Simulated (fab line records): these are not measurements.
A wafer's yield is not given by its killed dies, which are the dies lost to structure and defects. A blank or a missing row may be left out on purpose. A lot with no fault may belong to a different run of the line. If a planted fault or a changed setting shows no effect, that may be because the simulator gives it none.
A struck lot beside a sound one + flow berkeley-cmos170 + 43 out of 331 route steps
Sound: these wafers, L221.3, L221.4, L221.6. The struck wafers were L236.1, L236.3, L236.6. Last of all comes the cause.
Each step with rows lists, per side, the tool, then ch with its chambers, then its first start. Under that, the readings that differ: sound wafers + struck wafers + difference of the means + sigmas: that difference in standard deviations of wafers without a fault.
alike: readings whose means differ by less than 2 such deviations, and words and numbers that are the same on both sides. not compared: withheld readings, readings that some wafer has no value for, bounds like >300 that may hide the same value, and numbers for which the record gives no deviation and whose values overlap.
A row with sigmas, a row that says differs or no value, or rows on one side alone: a step with any of these is where the two part. Non-overlapping numbers with no deviation appear without sigmas and do not part them. A reading that every wafer of one side lacks parts them only if that side has two wafers or more.

first, 3 steps without rows for these wafers: UCB170_PVT_EXPOSE_03 (exposes mask NWELL, target cd 3000 nm); UCB170_PVT_PEB_04; UCB170_PVT_DEVELOP_05 (develop time 45 s).
UCB170_PVT_OVL_MEAS_06:
  struck on overlay-01, day 10 22:57; sound on overlay-02, day 7 10:46
  alike: PVT_OVL
then, 1 step without rows for these wafers: UCB170_PVT_IMPLANT_07.
UCB170_PVT_STRIP_08: strips in O2.
  sound on plasma-asher-03 ch 0,1, day 7 10:58; struck on plasma-asher-02 ch 0, day 10 23:08
  alike: drypump-motor-current-A, oes-product-au, strip-time-to-endpoint-s
  not compared: rf-hours-counter-h
UCB170_PVT_TW_MEAS_09:
  struck on film-metro-02, day 10 23:14; sound on film-metro-02, day 7 11:04
  alike: PVT_TW
then, 1 step without rows for these wafers: UCB170_GATE_WET_ETCH_00 (etches SiO2 in dHF, time 200 s).
UCB170_FIELD_THK_MEAS_91:
  struck on film-metro-04, day 10 23:22; sound on film-metro-03, day 7 11:11
  alike: FIELD_OXIDE_LEFT_2_THK
then, 1 step without rows for these wafers: UCB170_GATE_OXIDATION_01 (target thk 6.6 nm, ox time 1800 s).
UCB170_GATE_THK_MEAS_02:
  struck on film-metro-02, day 11 04:44; sound on film-metro-02, day 7 16:03
  alike: GATE_OXIDE_THK
then, 1 step without rows for these wafers: UCB170_GATE_ANNEAL_03 (time 1800 s).
UCB170_GATE_CVD_04: deposits poly-Si from SiH4, time 1440 s, target thk 214 nm.
  sound on lpcvd-02 ch 0, day 7 22:30; struck on lpcvd-01 ch 1, day 11 09:42
| reading                                  | sound                | struck               | difference | sigmas |
|------------------------------------------|----------------------|----------------------|------------|--------|
| spike-tc-centre-C (C)                    | 611.3 610.6 609.8    | 601.9 600.4 599.0    | -10.1      | -8     |
| spike-tc-load-C (C)                      | 631.8 632.7 631.5    | 623.8 623.7 622.6    | -8.6       | -5     |
| spike-tc-source-C (C)                    | 635.4 634.7 633.9    | 619.6 621.2 621.3    | -14.0      | -6     |
| susceptor-temp-C (C)                     | 610.65 610.86 610.85 | 597.76 597.86 597.97 | -12.92     | -43    |
| model.poly-Si_of_GATE_CVD_04.thk-nm (nm) | 212.8 213.1 213      | 157.8 158.8 158.6    | -54.6      |        |
UCB170_GATE_THK_MEAS_05:
  struck on film-metro-01, day 11 11:20; sound on film-metro-02, day 8 00:37
| reading            | sound             | struck            | difference | sigmas |
|--------------------|-------------------|-------------------|------------|--------|
| GATE_POLY_THK (nm) | 212.8 213.1 213.1 | 157.8 158.8 158.6 | -54.6      | -26    |
  not compared: hold
then, 1 step without rows for these wafers: UCB170_GATE_COAT_07 (resist thk 900 nm).
UCB170_GATE_SOFTBAKE_08: time 61.06 s.
  sound: litho-track-04 ch 0; struck: litho-track-04 ch 0
  alike: plate-sensor-t-centre-C, plate-sensor-t-edge-C
then, 3 steps without rows for these wafers: UCB170_GATE_EXPOSE_09 (exposes mask POLY, target cd 350 nm); UCB170_GATE_PEB_10; UCB170_GATE_DEVELOP_11 (develop time 45 s).
UCB170_GATE_CD_MEAS_12: the cd target is 350 nm.
  struck on cd-sem-02, day 11 13:41; sound on cd-sem-01, day 8 01:49
  alike: cd-nm
UCB170_GATE_OVL_MEAS_13:
  struck on overlay-01, day 11 13:48; sound on overlay-02, day 8 01:55
| reading       | sound    | struck | difference | sigmas |
|---------------|----------|--------|------------|--------|
| GATE_OVL (nm) | -7 -1 -1 | 10 7 8 | +11        | +2     |
UCB170_GATE_ETCH_14: etches BARC in N2/H2.
  sound on rie-diel-02 ch 0,3, day 8 01:56; struck on rie-diel-01 ch 2,3, day 11 13:50
  alike: drypump-motor-current-A, oes-product-au, rf-fwd-power-W, throttle-valve-pct
UCB170_GATE_ETCH_15: etches poly-Si in HBr/Cl2, stops on SiO2, time 56.3 s, target depth 278.2 nm.
  sound on rie-si-01 ch 0,1,2, day 8 01:59; struck on rie-si-01 ch 1,2,3, day 11 13:52
| reading                          | sound             | struck            | difference | sigmas |
|----------------------------------|-------------------|-------------------|------------|--------|
| oes-product-au (a.u.)            | 0.821 0.839 0.816 | 0.683 0.662 0.686 | -0.148     | -11    |
| model.etch.depth-nm (nm)         | 212.8 213.1 213   | 157.8 158.8 158.6 | -54.6      |        |
| model.GATE.feature-depth-nm (nm) | 212.8 213.1 213   | 157.8 158.8 158.6 | -54.6      |        |
  alike: drypump-motor-current-A, rf-fwd-power-W, throttle-valve-pct
  not compared: rf-hours-counter-h
UCB170_GATE_STRIP_16: strips in O2.
  sound on plasma-asher-04 ch 0,1, day 8 02:04; struck on plasma-asher-04 ch 0,1, day 11 13:55
  alike: drypump-motor-current-A, oes-product-au
  not compared: rf-hours-counter-h
UCB170_GATE_CD_MEAS_90: the cd target is 350 nm.
  struck on cd-sem-02, day 11 14:04; sound on cd-sem-02, day 8 02:10
  alike: cd-nm
then, 7 steps without rows for these wafers: UCB170_GATE_CLEAN_17 (cleans in SPM, time 600 s); UCB170_PLDD_HMDS_00 (prime time 60 s); UCB170_PLDD_COAT_01 (resist thk 905.2 nm); UCB170_PLDD_SOFTBAKE_02 (time 60 s); UCB170_PLDD_EXPOSE_03 (exposes mask PSELECT, target cd 1200 nm); UCB170_PLDD_PEB_04; UCB170_PLDD_DEVELOP_05 (develop time 45 s).
UCB170_PLDD_CD_MEAS_06: the cd target is 1200 nm.
  struck on cd-sem-01, day 11 15:20; sound on cd-sem-01, day 8 04:10
  alike: cd-nm
UCB170_PLDD_OVL_MEAS_07:
  struck on overlay-01, day 11 15:27; sound on overlay-01, day 8 04:15
  alike: PLDD_OVL
then, 2 steps without rows for these wafers: UCB170_PLDD_IMPLANT_08; UCB170_PLDD_IMPLANT_09.
UCB170_PLDD_STRIP_10: strips in O2.
  sound on plasma-asher-01 ch 0,1, day 8 04:37; struck on plasma-asher-02 ch 1, day 11 15:47
| reading                      | sound             | struck            | difference | sigmas |
|------------------------------|-------------------|-------------------|------------|--------|
| strip-time-to-endpoint-s (s) | 21.83 21.86 21.76 | 21.63 21.76 21.64 | -0.14      | -2     |
  alike: drypump-motor-current-A, oes-product-au
  not compared: rf-hours-counter-h
UCB170_PLDD_TW_MEAS_11:
  struck on film-metro-03, day 11 15:53; sound on film-metro-04, day 8 04:42
  alike: PLDD_TW
then, 3 steps without rows for these wafers: UCB170_PLDD_CLEAN_12 (cleans in SPM, time 600 s); UCB170_NLDD_HMDS_00 (prime time 60 s); UCB170_NLDD_COAT_01 (resist thk 900 nm).
UCB170_SILICIDE_PRE_CLEAN_00: preclean etch time 60 s.
  struck on pvd-sputter-03, day 12 04:50; sound on pvd-sputter-02, day 8 20:40
| reading                                  | sound           | struck            | difference | sigmas |
|------------------------------------------|-----------------|-------------------|------------|--------|
| model.poly-Si_of_GATE_CVD_04.thk-nm (nm) | 206 206.2 206.1 | 150.9 151.8 151.7 | -54.6      |        |
UCB170_M3_PROBE_99:
  the record has rows for the sound wafers here (prober-01, day 9 20:44) and none for the struck ones

== WHERE THEY PART ==
Earliest at UCB170_GATE_CVD_04; latest, in this record, at UCB170_M3_PROBE_99.

WHY: what had been put in by the simulator
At UCB170_GATE_CVD_04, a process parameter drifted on lpcvd-01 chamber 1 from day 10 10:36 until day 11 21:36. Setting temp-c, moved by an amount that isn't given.
